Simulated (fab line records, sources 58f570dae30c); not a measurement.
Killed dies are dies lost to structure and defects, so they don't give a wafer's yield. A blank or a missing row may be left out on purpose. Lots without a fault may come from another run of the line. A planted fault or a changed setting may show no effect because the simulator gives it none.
Which tool did it? | flow berkeley_cmos170 | 14 lots, 42 wafers sampled, at 3 steps of a route of 331

WHAT THE GAUGES READ, wafer by wafer
UCB170_M2_OVL_MEAS_16.
lot  | measured     | on         | M2_OVL (nm)
L481 | day 7 09:33  | overlay-01 | 7 7 17
L482 | day 7 15:17  | overlay-02 | 9 6 5
L484 | day 7 15:59  | overlay-02 | -4 2 -4
L490 | day 9 04:22  | overlay-01 | -3 3 -6
L491 | day 9 21:53  | overlay-02 | 10 6 2
L492 | day 9 21:17  | overlay-02 | 7 2 4
L494 | day 10 07:45 | overlay-02 | 6 5 1
L496 | day 10 16:06 | overlay-01 | 5 -6 6
L495 | day 10 15:33 | overlay-01 | 0 9 12
L497 | day 10 22:14 | overlay-01 | -3 -4 -8
L498 | day 11 02:52 | overlay-01 | 4 0 2
L499 | day 11 02:37 | overlay-01 | 6 -2 10
L500 | day 11 14:01 | overlay-01 | 12 2 5
L502 | day 11 22:50 | overlay-01 | 1 15 15

WHICH TOOL RAN EACH LOT (tool, then ch and the chambers of the sampled wafers, then the start)
lot  | UCB170_GATE_ETCH_15             | UCB170_NLDD_STRIP_10
L481 | rie_si-01 ch 0,2,3, day 6 01:18 | plasma_asher-01 ch 0,1, day 6 06:30
L482 | rie_si-01 ch 2,3, day 6 05:13   | plasma_asher-04 ch 0,1, day 6 11:54
L484 | rie_si-02 ch 0,2,3, day 6 05:28 | plasma_asher-04 ch 0,1, day 6 12:29
L490 | rie_si-02 ch 0,1,3, day 7 21:29 | plasma_asher-04 ch 0,1, day 8 01:19
L491 | rie_si-01 ch 0,1, day 8 10:50   | plasma_asher-04 ch 0,1, day 8 15:46
L492 | rie_si-01 ch 0,1, day 8 11:14   | plasma_asher-02 ch 0,1, day 8 16:03
L494 | rie_si-02 ch 1,3, day 8 20:20   | plasma_asher-02 ch 0,1, day 9 00:40
L496 | rie_si-01 ch 0,1, day 9 08:03   | plasma_asher-04 ch 0,1, day 9 15:28
L495 | rie_si-02 ch 0,1,2, day 9 08:13 | plasma_asher-02 ch 0,1, day 9 14:57
L497 | rie_si-01 ch 1,2,3, day 9 08:14 | plasma_asher-01 ch 0,1, day 9 15:11
L498 | rie_si-02 ch 1,2,3, day 9 15:26 | plasma_asher-01 ch 0,1, day 9 19:46
L499 | rie_si-01 ch 0,3, day 9 15:43   | plasma_asher-04 ch 0,1, day 9 20:02
L500 | rie_si-02 ch 2,3, day 10 05:02  | plasma_asher-02 ch 0,1, day 10 09:38
L502 | rie_si-01 ch 0,1, day 10 15:28  | plasma_asher-01 ch 0,1, day 10 20:10
- UCB170_GATE_ETCH_15: etches poly-Si in HBr/Cl2, stops on SiO2, time 56.3 s, target depth 278.2 nm.
- UCB170_NLDD_STRIP_10: strips in O2.

WHAT THE TOOLS THEMSELVES READ (means of the sampled wafers that have a number; where no wafer has one, the mark that the record gives instead)
UCB170_GATE_ETCH_15.
lot  | tool      | drypump_motor_current_A (A) | oes_product_au (a.u.) | throttle_valve_pct (%)
L481 | rie_si-01 | 5.3                         | 0.831                 | 26.26
L482 | rie_si-01 | 5.2                         | 0.828                 | 26.28
L484 | rie_si-02 | 5.6                         | 0.837                 | 26.63
L490 | rie_si-02 | 5.9                         | 0.831                 | 26.70
L491 | rie_si-01 | 5.9                         | 0.812                 | 26.33
L492 | rie_si-01 | 6.1                         | 0.806                 | 26.33
L494 | rie_si-02 | 6.3                         | 0.850                 | 26.64
L496 | rie_si-01 | 6.1                         | 0.828                 | 26.33
L495 | rie_si-02 | 5.7                         | 0.855                 | 26.56
L497 | rie_si-01 | 5.6                         | 0.833                 | 26.27
L498 | rie_si-02 | 5.9                         | 0.853                 | 26.59
L499 | rie_si-01 | 5.5                         | 0.836                 | 26.24
L500 | rie_si-02 | 5.8                         | 0.833                 | 26.66
L502 | rie_si-01 | 5.9                         | 0.820                 | 26.32

UCB170_NLDD_STRIP_10.
lot  | tool            | drypump_motor_current_A (A) | oes_product_au (a.u.) | strip_time_to_endpoint_s (s)
L481 | plasma_asher-01 | 5.7                         | 0.729                 | 21.77
L482 | plasma_asher-04 | 5.0                         | 0.740                 | 21.69
L484 | plasma_asher-04 | 5.2                         | 0.736                 | 21.54
L490 | plasma_asher-04 | 5.0                         | 0.733                 | 21.54
L491 | plasma_asher-04 | 5.0                         | 0.735                 | 21.53
L492 | plasma_asher-02 | 5.4                         | 0.738                 | 21.70
L494 | plasma_asher-02 | 5.2                         | 0.731                 | 21.70
L496 | plasma_asher-04 | 5.2                         | 0.734                 | 21.55
L495 | plasma_asher-02 | 5.2                         | 0.736                 | 21.58
L497 | plasma_asher-01 | 5.5                         | 0.735                 | 21.72
L498 | plasma_asher-01 | 5.5                         | 0.738                 | 21.67
L499 | plasma_asher-04 | 5.0                         | 0.740                 | 21.71
L500 | plasma_asher-02 | 5.4                         | 0.737                 | 21.57
L502 | plasma_asher-01 | 5.7                         | 0.736                 | 21.62

THE ANSWER, worked out from the rows above alone
Rule: what is usual is taken from the lots themselves. Put in order of their means at a reading, lots are off if they are a third of the lots or fewer, leave a main group of 4 or more, and stand apart from it by a gap of 3 or more times the standard deviation of the main group's means; of several such gaps the widest counts. A main group whose means are all the same, to the digits that the tables above print for the reading, isn't used. A lot without any number at a reading at which 4 lots or more have one is off too. The other lots that the step has rows for count as sound. The gauges are gone through in route order, then the tools' own readings, and for those a lot's mean is taken as printed above. The first step at which some lot is off is used, and at that step the reading that is off furthest; a lot without a number counts as furthest.
No lot is off at any reading shown: from this, nothing can be told.

WHAT THE SIMULATOR HAD PUT IN
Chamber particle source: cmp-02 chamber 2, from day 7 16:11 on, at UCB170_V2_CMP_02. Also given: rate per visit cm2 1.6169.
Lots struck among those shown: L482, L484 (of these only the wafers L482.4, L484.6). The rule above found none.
